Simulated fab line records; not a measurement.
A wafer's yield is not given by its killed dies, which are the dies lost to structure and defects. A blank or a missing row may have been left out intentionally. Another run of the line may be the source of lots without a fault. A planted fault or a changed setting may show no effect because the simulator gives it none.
fab line records || flow rit-cmos
[record] {"lots": 6, "wafers": 18, "last-day": 8}
route steps=202 shown NSD@132 PSD@142 M1@202
lots that met no fault: taken from a fault-free run of the same line
start-h: hours from the record's first day to the start of the lot's first wafer shown || wait-h: hours elapsed since this lot's preceding step || " unchanged from the row above || L1.1+2: several wafers, shown together as one row || - value missing, or start not given || * or withheld: withheld || < > ~ a bound
route shown NAME@n: NAME is a module with steps in the file, n the number in the route of the first one || usual: average and standard deviation across the fault-free wafers || same: alike in all rows || chamber/n: place in a boat || sites: each site's reading || _std_site: their standard deviation || _edge_site: inner sites' mean taken away from outer sites' mean || radius-mm: how far each site lies from the wafer's centre || mask NAME#n: copy n || behind: the last tool/chamber to shape the wafer || hold: reason for holding the lot/hours on hold/outcome of the hold || device: transistor that didn't switch, given as n, p or np || end of line: tests run on the same wafers once the route is complete || a step with no rows: only its recipe || killed: dies lost to structure and defects at the first sort, not the wafer's yield || map: a wafer's dies, marking killed ones x, the rest . and places with no die _
set.NAME: the setting the step ran with; set.NAME@STEP: the setting that earlier step ran with || model.NAME: the simulator's own value behind a step, which no gauge read
a table for each step, a row for each wafer; lots at some steps of the route
services: from which hour (start-h, from the record's first day; less than 0 if before it) a tool's chamber was out of use, for how many hours, and why
[[steps]]
[step RIT_NSD_COAT_01]
[recipe] {"resist": "NOVOLAK", "spin-rpm": 3250, "resist-thk-nm": 1000}
[step RIT_NSD_SOFTBAKE_02]
[recipe] {"resist": "NOVOLAK", "temp-c": 90, "time-s": 60}
[step RIT_NSD_EXPOSE_03]
[recipe] {"mask-id": "M9", "na": 0.57, "target-cd-nm": 40700, "dose-mj": 250}
[step RIT_NSD_PEB_04]
[recipe] {"resist": "NOVOLAK", "temp-c": "withheld", "time-s": "withheld"}
[step RIT_NSD_DEVELOP_05]
[recipe] {"resist": "NOVOLAK", "develop-time-s": 50, "dev-temp-c": 23}
[step RIT_NSD_OVL_MEAS_06]
[usual] {"NSD_OVL": "-0.4/1.6"}
{"lot.wafer": "L233.3", "tool": "overlay-01", "chamber": "-", "start-h": 67.57, "wait-h": "-", "NSD_OVL[nm]": -0.6}
{"lot.wafer": "L233.4", "tool": "overlay-01", "chamber": "-", "start-h": 67.57, "wait-h": "-", "NSD_OVL[nm]": -0.8}
{"lot.wafer": "L233.5", "tool": "overlay-01", "chamber": "-", "start-h": 67.57, "wait-h": "-", "NSD_OVL[nm]": -0.6}
{"lot.wafer": "L238.2", "tool": "overlay-01", "chamber": "-", "start-h": 89.16, "wait-h": "-", "NSD_OVL[nm]": -0.9}
{"lot.wafer": "L238.5", "tool": "overlay-01", "chamber": "-", "start-h": 89.16, "wait-h": "-", "NSD_OVL[nm]": -0.5}
{"lot.wafer": "L238.6", "tool": "overlay-01", "chamber": "-", "start-h": 89.16, "wait-h": "-", "NSD_OVL[nm]": 0.4}
{"lot.wafer": "L246.2", "tool": "overlay-02", "chamber": "-", "start-h": 147.38, "wait-h": "-", "NSD_OVL[nm]": -3.0}
{"lot.wafer": "L246.4", "tool": "overlay-02", "chamber": "-", "start-h": 147.38, "wait-h": "-", "NSD_OVL[nm]": -3.9}
{"lot.wafer": "L246.5", "tool": "overlay-02", "chamber": "-", "start-h": 147.38, "wait-h": "-", "NSD_OVL[nm]": -3.8}
{"lot.wafer": "L249.1", "tool": "overlay-02", "chamber": "-", "start-h": 162.90, "wait-h": "-", "NSD_OVL[nm]": -1.5}
{"lot.wafer": "L249.3", "tool": "overlay-02", "chamber": "-", "start-h": 162.90, "wait-h": "-", "NSD_OVL[nm]": -0.4}
{"lot.wafer": "L249.6", "tool": "overlay-02", "chamber": "-", "start-h": 162.90, "wait-h": "-", "NSD_OVL[nm]": -1.7}
{"lot.wafer": "L251.1", "tool": "overlay-01", "chamber": "-", "start-h": 175.14, "wait-h": "-", "NSD_OVL[nm]": -1.7}
{"lot.wafer": "L251.5", "tool": "overlay-01", "chamber": "-", "start-h": 175.14, "wait-h": "-", "NSD_OVL[nm]": -1.0}
{"lot.wafer": "L251.6", "tool": "overlay-01", "chamber": "-", "start-h": 175.14, "wait-h": "-", "NSD_OVL[nm]": 0.2}
{"lot.wafer": "L253.1", "tool": "overlay-01", "chamber": "-", "start-h": 180.86, "wait-h": "-", "NSD_OVL[nm]": -0.6}
{"lot.wafer": "L253.3", "tool": "overlay-01", "chamber": "-", "start-h": 180.86, "wait-h": "-", "NSD_OVL[nm]": 0.1}
{"lot.wafer": "L253.5", "tool": "overlay-01", "chamber": "-", "start-h": 180.86, "wait-h": "-", "NSD_OVL[nm]": 0.9}
[step RIT_NSD_HARDBAKE_07]
[recipe] {"resist": "NOVOLAK", "temp-c": 140, "time-s": 60}
[step RIT_NSD_IMPLANT_08]
[recipe] {"species": "P", "energy-kev": 25, "dose-cm2": 1e+15, "tilt-deg": 7}
[step RIT_NSD_STRIP_09]
[recipe] {"chemistry": "O2", "time-s": 180, "resist": "NOVOLAK", "platen-temp-c": "withheld", "power-w": 500, "pressure-mtorr": 4000, "o2-flow-sccm": 4000}
[usual] {"drypump-motor-current-A": "5.5/0.5"}
{"lot.wafer": "L233.3", "tool": "plasma-asher-02", "chamber": 1, "start-h": 67.95, "wait-h": 0.1, "drypump-motor-current-A": 5.9, "rf-hours-counter-h": "-"}
{"lot.wafer": "L233.4", "tool": "plasma-asher-02", "chamber": 0, "start-h": 67.95, "wait-h": 0.1, "drypump-motor-current-A": 6.5, "rf-hours-counter-h": "-"}
{"lot.wafer": "L233.5", "tool": "plasma-asher-02", "chamber": 1, "start-h": 67.95, "wait-h": 0.1, "drypump-motor-current-A": 5.9, "rf-hours-counter-h": "-"}
{"lot.wafer": "L238.2", "tool": "plasma-asher-04", "chamber": 0, "start-h": 89.49, "wait-h": 0.1, "drypump-motor-current-A": 5.3, "rf-hours-counter-h": 49}
{"lot.wafer": "L238.5", "tool": "plasma-asher-04", "chamber": 1, "start-h": 89.49, "wait-h": 0.1, "drypump-motor-current-A": 5.9, "rf-hours-counter-h": "-"}
{"lot.wafer": "L238.6", "tool": "plasma-asher-04", "chamber": 0, "start-h": 89.49, "wait-h": 0.1, "drypump-motor-current-A": 5.3, "rf-hours-counter-h": "-"}
{"lot.wafer": "L246.2", "tool": "plasma-asher-01", "chamber": 0, "start-h": 147.71, "wait-h": 0.1, "drypump-motor-current-A": 5.4, "rf-hours-counter-h": 42}
{"lot.wafer": "L246.4", "tool": "plasma-asher-01", "chamber": 1, "start-h": 147.71, "wait-h": 0.1, "drypump-motor-current-A": 4.9, "rf-hours-counter-h": "-"}
{"lot.wafer": "L246.5", "tool": "plasma-asher-01", "chamber": 1, "start-h": 147.71, "wait-h": 0.1, "drypump-motor-current-A": 4.9, "rf-hours-counter-h": "-"}
{"lot.wafer": "L249.1", "tool": "plasma-asher-04", "chamber": 1, "start-h": 163.40, "wait-h": 0.1, "drypump-motor-current-A": 5.9, "rf-hours-counter-h": 55}
{"lot.wafer": "L249.3", "tool": "plasma-asher-04", "chamber": 1, "start-h": 163.40, "wait-h": 0.1, "drypump-motor-current-A": 5.9, "rf-hours-counter-h": "-"}
{"lot.wafer": "L249.6", "tool": "plasma-asher-04", "chamber": 1, "start-h": 163.40, "wait-h": 0.1, "drypump-motor-current-A": 5.9, "rf-hours-counter-h": "-"}
{"lot.wafer": "L251.1", "tool": "plasma-asher-01", "chamber": 1, "start-h": 175.48, "wait-h": 0.1, "drypump-motor-current-A": 4.9, "rf-hours-counter-h": 45}
{"lot.wafer": "L251.5", "tool": "plasma-asher-01", "chamber": 0, "start-h": 175.48, "wait-h": 0.1, "drypump-motor-current-A": 5.3, "rf-hours-counter-h": "-"}
{"lot.wafer": "L251.6", "tool": "plasma-asher-01", "chamber": 1, "start-h": 175.48, "wait-h": 0.1, "drypump-motor-current-A": 4.9, "rf-hours-counter-h": "-"}
{"lot.wafer": "L253.1", "tool": "plasma-asher-01", "chamber": 0, "start-h": 181.19, "wait-h": 0.1, "drypump-motor-current-A": 5.3, "rf-hours-counter-h": 45}
{"lot.wafer": "L253.3", "tool": "plasma-asher-01", "chamber": 0, "start-h": 181.19, "wait-h": 0.1, "drypump-motor-current-A": 5.3, "rf-hours-counter-h": "-"}
{"lot.wafer": "L253.5", "tool": "plasma-asher-01", "chamber": 1, "start-h": 181.19, "wait-h": 0.1, "drypump-motor-current-A": 4.9, "rf-hours-counter-h": "-"}
[step RIT_NSD_TW_MEAS_10]
[usual] {"NSD_TW": "3126/29"}
{"lot.wafer": "L233.3", "tool": "film-metro-03", "chamber": "-", "start-h": 68.09, "wait-h": 0.1, "NSD_TW": 3165}
{"lot.wafer": "L233.4", "tool": "film-metro-03", "chamber": "-", "start-h": 68.09, "wait-h": 0.1, "NSD_TW": 3145}
{"lot.wafer": "L233.5", "tool": "film-metro-03", "chamber": "-", "start-h": 68.09, "wait-h": 0.1, "NSD_TW": 3146}
{"lot.wafer": "L238.2", "tool": "film-metro-04", "chamber": "-", "start-h": 89.68, "wait-h": 0.1, "NSD_TW": 3111}
{"lot.wafer": "L238.5", "tool": "film-metro-04", "chamber": "-", "start-h": 89.68, "wait-h": 0.1, "NSD_TW": 3122}
{"lot.wafer": "L238.6", "tool": "film-metro-04", "chamber": "-", "start-h": 89.68, "wait-h": 0.1, "NSD_TW": 3118}
{"lot.wafer": "L246.2", "tool": "film-metro-03", "chamber": "-", "start-h": 147.90, "wait-h": 0.1, "NSD_TW": 3170}
{"lot.wafer": "L246.4", "tool": "film-metro-03", "chamber": "-", "start-h": 147.90, "wait-h": 0.1, "NSD_TW": 3183}
{"lot.wafer": "L246.5", "tool": "film-metro-03", "chamber": "-", "start-h": 147.90, "wait-h": 0.1, "NSD_TW": 3186}
{"lot.wafer": "L249.1", "tool": "film-metro-04", "chamber": "-", "start-h": 163.58, "wait-h": 0.1, "NSD_TW": 3100}
{"lot.wafer": "L249.3", "tool": "film-metro-04", "chamber": "-", "start-h": 163.58, "wait-h": 0.1, "NSD_TW": 3097}
{"lot.wafer": "L249.6", "tool": "film-metro-04", "chamber": "-", "start-h": 163.58, "wait-h": 0.1, "NSD_TW": 3097}
{"lot.wafer": "L251.1", "tool": "film-metro-01", "chamber": "-", "start-h": 175.65, "wait-h": 0.1, "NSD_TW": 3114}
{"lot.wafer": "L251.5", "tool": "film-metro-01", "chamber": "-", "start-h": 175.65, "wait-h": 0.1, "NSD_TW": 3105}
{"lot.wafer": "L251.6", "tool": "film-metro-01", "chamber": "-", "start-h": 175.65, "wait-h": 0.1, "NSD_TW": 3098}
{"lot.wafer": "L253.1", "tool": "film-metro-03", "chamber": "-", "start-h": 181.37, "wait-h": 0.1, "NSD_TW": 3159}
{"lot.wafer": "L253.3", "tool": "film-metro-03", "chamber": "-", "start-h": 181.37, "wait-h": 0.1, "NSD_TW": 3162}
{"lot.wafer": "L253.5", "tool": "film-metro-03", "chamber": "-", "start-h": 181.37, "wait-h": 0.1, "NSD_TW": 3171}
[step RIT_PSD_HMDS_00]
[recipe] {"prime-time-s": 60, "prime-temp-c": 140}
[step RIT_PSD_COAT_01]
[recipe] {"resist": "NOVOLAK", "spin-rpm": 3250, "resist-thk-nm": 1000}
[step RIT_PSD_SOFTBAKE_02]
[recipe] {"resist": "NOVOLAK", "temp-c": 90, "time-s": 60}
[usual] {"heater-power-total-W": "34.56/0.052", "plate-temp-C": "90.01/0.13"}
{"lot.wafer": "L233.3", "tool": "litho-track-01", "chamber": 0, "start-h": 68.48, "wait-h": 0.1, "heater-power-total-W": 34.62, "plate-temp-C": 90.09, "model.NOVOLAK_of_PSD_COAT_01.thk-nm": 1002}
{"lot.wafer": "L233.4", "tool": "litho-track-01", "chamber": 0, "start-h": 68.48, "wait-h": 0.1, "heater-power-total-W": 34.54, "plate-temp-C": 90.10, "model.NOVOLAK_of_PSD_COAT_01.thk-nm": 1001}
{"lot.wafer": "L233.5", "tool": "litho-track-01", "chamber": 0, "start-h": 68.48, "wait-h": 0.1, "heater-power-total-W": 34.55, "plate-temp-C": 90.03, "model.NOVOLAK_of_PSD_COAT_01.thk-nm": 998.8}
{"lot.wafer": "L238.2", "tool": "litho-track-02", "chamber": 0, "start-h": 90.34, "wait-h": 0.1, "heater-power-total-W": 34.62, "plate-temp-C": 89.87, "model.NOVOLAK_of_PSD_COAT_01.thk-nm": 1000}
{"lot.wafer": "L238.5", "tool": "litho-track-02", "chamber": 0, "start-h": 90.34, "wait-h": 0.1, "heater-power-total-W": 34.56, "plate-temp-C": 89.89, "model.NOVOLAK_of_PSD_COAT_01.thk-nm": 997.8}
{"lot.wafer": "L238.6", "tool": "litho-track-02", "chamber": 0, "start-h": 90.34, "wait-h": 0.1, "heater-power-total-W": 34.57, "plate-temp-C": 89.93, "model.NOVOLAK_of_PSD_COAT_01.thk-nm": 998.6}
{"lot.wafer": "L246.2", "tool": "litho-track-01", "chamber": 0, "start-h": 148.27, "wait-h": 0.1, "heater-power-total-W": 37.08, "plate-temp-C": 94.53, "model.NOVOLAK_of_PSD_COAT_01.thk-nm": 981.7}
{"lot.wafer": "L246.4", "tool": "litho-track-01", "chamber": 0, "start-h": 148.27, "wait-h": 0.1, "heater-power-total-W": 37.06, "plate-temp-C": 94.51, "model.NOVOLAK_of_PSD_COAT_01.thk-nm": 984.3}
{"lot.wafer": "L246.5", "tool": "litho-track-01", "chamber": 0, "start-h": 148.27, "wait-h": 0.1, "heater-power-total-W": 37.15, "plate-temp-C": 94.55, "model.NOVOLAK_of_PSD_COAT_01.thk-nm": 986.6}
{"lot.wafer": "L249.1", "tool": "litho-track-01", "chamber": 0, "start-h": 163.94, "wait-h": 0.1, "heater-power-total-W": 37.14, "plate-temp-C": 94.52, "model.NOVOLAK_of_PSD_COAT_01.thk-nm": 985.4}
{"lot.wafer": "L249.3", "tool": "litho-track-01", "chamber": 0, "start-h": 163.94, "wait-h": 0.1, "heater-power-total-W": 37.07, "plate-temp-C": 94.57, "model.NOVOLAK_of_PSD_COAT_01.thk-nm": 988.6}
{"lot.wafer": "L249.6", "tool": "litho-track-01", "chamber": 0, "start-h": 163.94, "wait-h": 0.1, "heater-power-total-W": 37.05, "plate-temp-C": 94.71, "model.NOVOLAK_of_PSD_COAT_01.thk-nm": 986.4}
{"lot.wafer": "L251.1", "tool": "litho-track-02", "chamber": 0, "start-h": 176.01, "wait-h": 0.1, "heater-power-total-W": 34.57, "plate-temp-C": 89.85, "model.NOVOLAK_of_PSD_COAT_01.thk-nm": 998.9}
{"lot.wafer": "L251.5", "tool": "litho-track-02", "chamber": 0, "start-h": 176.01, "wait-h": 0.1, "heater-power-total-W": 34.57, "plate-temp-C": 89.78, "model.NOVOLAK_of_PSD_COAT_01.thk-nm": 998}
{"lot.wafer": "L251.6", "tool": "litho-track-02", "chamber": 0, "start-h": 176.01, "wait-h": 0.1, "heater-power-total-W": 34.51, "plate-temp-C": 89.98, "model.NOVOLAK_of_PSD_COAT_01.thk-nm": 1001}
{"lot.wafer": "L253.1", "tool": "litho-track-03", "chamber": 0, "start-h": 181.73, "wait-h": 0.1, "heater-power-total-W": 34.60, "plate-temp-C": 89.99, "model.NOVOLAK_of_PSD_COAT_01.thk-nm": 1005}
{"lot.wafer": "L253.3", "tool": "litho-track-03", "chamber": 0, "start-h": 181.73, "wait-h": 0.1, "heater-power-total-W": 34.52, "plate-temp-C": 89.98, "model.NOVOLAK_of_PSD_COAT_01.thk-nm": 1006}
{"lot.wafer": "L253.5", "tool": "litho-track-03", "chamber": 0, "start-h": 181.73, "wait-h": 0.1, "heater-power-total-W": 34.59, "plate-temp-C": 89.97, "model.NOVOLAK_of_PSD_COAT_01.thk-nm": 1004}
[step RIT_PSD_EXPOSE_03]
[recipe] {"mask-id": "M10", "na": 0.57, "target-cd-nm": 40900, "dose-mj": 250}
[step RIT_PSD_PEB_04]
[recipe] {"resist": "NOVOLAK", "temp-c": "withheld", "time-s": "withheld"}
[step RIT_PSD_DEVELOP_05]
[recipe] {"resist": "NOVOLAK", "develop-time-s": 50, "dev-temp-c": 23}
[usual] {"developer-temp-C": "23.01/0.097"}
{"lot.wafer": "L233.3", "tool": "litho-track-01", "chamber": 0, "start-h": "-", "wait-h": "-", "developer-temp-C": 22.95, "model.NOVOLAK_of_PSD_COAT_01.thk-nm": 1002}
{"lot.wafer": "L233.4", "tool": "litho-track-01", "chamber": 0, "start-h": "-", "wait-h": "-", "developer-temp-C": 23.06, "model.NOVOLAK_of_PSD_COAT_01.thk-nm": 1000}
{"lot.wafer": "L233.5", "tool": "litho-track-01", "chamber": 0, "start-h": "-", "wait-h": "-", "developer-temp-C": 22.96, "model.NOVOLAK_of_PSD_COAT_01.thk-nm": 998.4}
{"lot.wafer": "L238.2", "tool": "litho-track-01", "chamber": 0, "start-h": "-", "wait-h": "-", "developer-temp-C": 22.97, "model.NOVOLAK_of_PSD_COAT_01.thk-nm": 999.8}
{"lot.wafer": "L238.5", "tool": "litho-track-01", "chamber": 0, "start-h": "-", "wait-h": "-", "developer-temp-C": 23.08, "model.NOVOLAK_of_PSD_COAT_01.thk-nm": 997.5}
{"lot.wafer": "L238.6", "tool": "litho-track-01", "chamber": 0, "start-h": "-", "wait-h": "-", "developer-temp-C": 23.03, "model.NOVOLAK_of_PSD_COAT_01.thk-nm": 998.2}
{"lot.wafer": "L246.2", "tool": "litho-track-01", "chamber": 0, "start-h": "-", "wait-h": "-", "developer-temp-C": 23.28, "model.NOVOLAK_of_PSD_COAT_01.thk-nm": 981.4}
{"lot.wafer": "L246.4", "tool": "litho-track-01", "chamber": 0, "start-h": "-", "wait-h": "-", "developer-temp-C": 23.18, "model.NOVOLAK_of_PSD_COAT_01.thk-nm": 984}
{"lot.wafer": "L246.5", "tool": "litho-track-01", "chamber": 0, "start-h": "-", "wait-h": "-", "developer-temp-C": 23.14, "model.NOVOLAK_of_PSD_COAT_01.thk-nm": 986.3}
{"lot.wafer": "L249.1", "tool": "litho-track-03", "chamber": 0, "start-h": "-", "wait-h": "-", "developer-temp-C": 22.85, "model.NOVOLAK_of_PSD_COAT_01.thk-nm": 985}
{"lot.wafer": "L249.3", "tool": "litho-track-03", "chamber": 0, "start-h": "-", "wait-h": "-", "developer-temp-C": 23.05, "model.NOVOLAK_of_PSD_COAT_01.thk-nm": 988.3}
{"lot.wafer": "L249.6", "tool": "litho-track-03", "chamber": 0, "start-h": "-", "wait-h": "-", "developer-temp-C": 22.99, "model.NOVOLAK_of_PSD_COAT_01.thk-nm": 986}
{"lot.wafer": "L251.1", "tool": "litho-track-02", "chamber": 0, "start-h": "-", "wait-h": "-", "developer-temp-C": 23.02, "model.NOVOLAK_of_PSD_COAT_01.thk-nm": 998.6}
{"lot.wafer": "L251.5", "tool": "litho-track-02", "chamber": 0, "start-h": "-", "wait-h": "-", "developer-temp-C": 22.93, "model.NOVOLAK_of_PSD_COAT_01.thk-nm": 997.7}
{"lot.wafer": "L251.6", "tool": "litho-track-02", "chamber": 0, "start-h": "-", "wait-h": "-", "developer-temp-C": 22.99, "model.NOVOLAK_of_PSD_COAT_01.thk-nm": 1000}
{"lot.wafer": "L253.1", "tool": "litho-track-03", "chamber": 0, "start-h": "-", "wait-h": "-", "developer-temp-C": 22.98, "model.NOVOLAK_of_PSD_COAT_01.thk-nm": 1005}
{"lot.wafer": "L253.3", "tool": "litho-track-03", "chamber": 0, "start-h": "-", "wait-h": "-", "developer-temp-C": 23.03, "model.NOVOLAK_of_PSD_COAT_01.thk-nm": 1006}
{"lot.wafer": "L253.5", "tool": "litho-track-03", "chamber": 0, "start-h": "-", "wait-h": "-", "developer-temp-C": 23.12, "model.NOVOLAK_of_PSD_COAT_01.thk-nm": 1004}
[step RIT_PSD_OVL_MEAS_06]
[usual] {"PSD_OVL": "0.2/1.5"}
{"lot.wafer": "L233.3", "tool": "overlay-01", "chamber": "-", "start-h": 68.99, "wait-h": "-", "PSD_OVL[nm]": 0.3}
{"lot.wafer": "L233.4", "tool": "overlay-01", "chamber": "-", "start-h": 68.99, "wait-h": "-", "PSD_OVL[nm]": 1.3}
{"lot.wafer": "L233.5", "tool": "overlay-01", "chamber": "-", "start-h": 68.99, "wait-h": "-", "PSD_OVL[nm]": -0.8}
{"lot.wafer": "L238.2", "tool": "overlay-02", "chamber": "-", "start-h": 90.99, "wait-h": "-", "PSD_OVL[nm]": 0.8}
{"lot.wafer": "L238.5", "tool": "overlay-02", "chamber": "-", "start-h": 90.99, "wait-h": "-", "PSD_OVL[nm]": 0.9}
{"lot.wafer": "L238.6", "tool": "overlay-02", "chamber": "-", "start-h": 90.99, "wait-h": "-", "PSD_OVL[nm]": 1.2}
{"lot.wafer": "L246.2", "tool": "overlay-02", "chamber": "-", "start-h": 148.80, "wait-h": "-", "PSD_OVL[nm]": -0.5}
{"lot.wafer": "L246.4", "tool": "overlay-02", "chamber": "-", "start-h": 148.80, "wait-h": "-", "PSD_OVL[nm]": -0.7}
{"lot.wafer": "L246.5", "tool": "overlay-02", "chamber": "-", "start-h": 148.80, "wait-h": "-", "PSD_OVL[nm]": -0.5}
{"lot.wafer": "L249.1", "tool": "overlay-01", "chamber": "-", "start-h": 164.61, "wait-h": "-", "PSD_OVL[nm]": -1.6}
{"lot.wafer": "L249.3", "tool": "overlay-01", "chamber": "-", "start-h": 164.61, "wait-h": "-", "PSD_OVL[nm]": -1.7}
{"lot.wafer": "L249.6", "tool": "overlay-01", "chamber": "-", "start-h": 164.61, "wait-h": "-", "PSD_OVL[nm]": -0.9}
{"lot.wafer": "L251.1", "tool": "overlay-02", "chamber": "-", "start-h": 176.56, "wait-h": "-", "PSD_OVL[nm]": 0.7}
{"lot.wafer": "L251.5", "tool": "overlay-02", "chamber": "-", "start-h": 176.56, "wait-h": "-", "PSD_OVL[nm]": 1.5}
{"lot.wafer": "L251.6", "tool": "overlay-02", "chamber": "-", "start-h": 176.56, "wait-h": "-", "PSD_OVL[nm]": 1.8}
{"lot.wafer": "L253.1", "tool": "overlay-01", "chamber": "-", "start-h": 182.40, "wait-h": "-", "PSD_OVL[nm]": 1.3}
{"lot.wafer": "L253.3", "tool": "overlay-01", "chamber": "-", "start-h": 182.40, "wait-h": "-", "PSD_OVL[nm]": 0.2}
{"lot.wafer": "L253.5", "tool": "overlay-01", "chamber": "-", "start-h": 182.40, "wait-h": "-", "PSD_OVL[nm]": 1.0}
[step RIT_M1_PROBE_99]
[usual] {"killed-at-contacts": "0.1/0.27", "killed-at-front-end": "7/3.1", "killed-dies": "7/3.2", "killed-open": "3.8/2.1", "killed-short": "3.6/2"}
[same] {"gross-dies": 264, "killed_at_M0_to_M3": 0, "killed_at_M4_up": 0, "killed-at-back-side": 0, "killed-at-other": 0}
{"lot.wafer": "L233.3", "tool": "prober-02", "chamber": "-", "start-h": 77.44, "wait-h": 0.2, "killed-at-contacts": 0, "killed-at-front-end": 7, "killed-dies": 7, "killed-open": 3, "killed-short": 4}
{"lot.wafer": "L233.4", "tool": "prober-02", "chamber": "-", "start-h": 77.49, "wait-h": 0.2, "killed-at-contacts": 0, "killed-at-front-end": 6, "killed-dies": 6, "killed-open": 3, "killed-short": 3}
{"lot.wafer": "L233.5", "tool": "prober-02", "chamber": "-", "start-h": 77.54, "wait-h": 0.2, "killed-at-contacts": 0, "killed-at-front-end": 9, "killed-dies": 9, "killed-open": 6, "killed-short": 3}
// killed by level:class
L233.3 GATE:geometric-particle:short=2 FOX2:geometric-particle:open=1 REOX:geometric-particle:short=1 SPACER:geometric-particle:open=1 SILICIDE:geometric-particle:short=1 SILICIDE:geometric-particle:open=1
L233.4 REOX:geometric-particle:open=2 GATE:geometric-particle:short=1 GATE:geometric-particle:open=1 SPACER:geometric-particle:short=1 SILICIDE:geometric-particle:short=1
L233.5 GATE:geometric-particle:open=2 SPACER:geometric-particle:open=2 FOX2:geometric-particle:open=1 GATE:geometric-particle:short=1 REOX:geometric-particle:open=1 REOX:geometric-particle:short=1 SPACER:geometric-particle:short=1
[[services]]
{"tool": "plasma-asher-01", "chamber": "-", "start-h": 54.84, "hours": 6.3, "kind": "repair"}
{"tool": "plasma-asher-02", "chamber": "-", "start-h": 108.75, "hours": 9.0, "kind": "pm"}
{"tool": "plasma-asher-02", "chamber": 0, "start-h": 108.75, "hours": 9.0, "kind": "vent-cycle"}
{"tool": "plasma-asher-02", "chamber": 1, "start-h": 108.75, "hours": 9.0, "kind": "vent-cycle"}
{"tool": "plasma-asher-02", "chamber": 0, "start-h": 117.75, "hours": "-", "kind": "clean"}
{"tool": "plasma-asher-02", "chamber": 1, "start-h": 117.75, "hours": "-", "kind": "clean"}
{"tool": "plasma-asher-02", "chamber": "-", "start-h": 180.85, "hours": 0.5, "kind": "repair"}
[[key]]
[first-sign] {"step": "RIT_PSD_SOFTBAKE_02", "reading": "heater-power-total-W", "direction": "up", "sigmas": 49, "usual": 34.56, "struck": 37.09}
[effect] {"step": "RIT_PSD_SOFTBAKE_02", "reading": "plate-temp-C", "direction": "up", "sigmas": 34, "usual": "*", "struck": "*"}
[model-effect] {"step": "RIT_PSD_SOFTBAKE_02", "value": "NOVOLAK_of_PSD_COAT_01.thk-nm", "without": 997.8, "struck": 985.5}
[model-effect] {"step": "RIT_PSD_DEVELOP_05", "value": "NOVOLAK_of_PSD_COAT_01.thk-nm", "without": 997.5, "struck": 985.2}
met-at RIT_PSD_SOFTBAKE_02
struck-wafers L246.2,L246.4,L246.5,L249.1,L249.3,L249.6
tester-left-out L246,L249
onset-between 68.48 148.27
[fault] {"kind": "process-parameter-drift", "tool": "litho-track-01", "chamber": "-", "onset-h": 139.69, "steps": "RIT_PSD_SOFTBAKE_02", "channel": "temp-c", "offset": "*", "shape": "step", "end-h": 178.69, "acts-in": "*", "stated": "*"}
// tester-left-out: of these lots the tester's yield and bins aren't shown, on N5 and GAA mostly nor the transistor test; their killed dies are dies lost to structure and defects alone, not to doping, threshold or leakage, so they don't give the yield
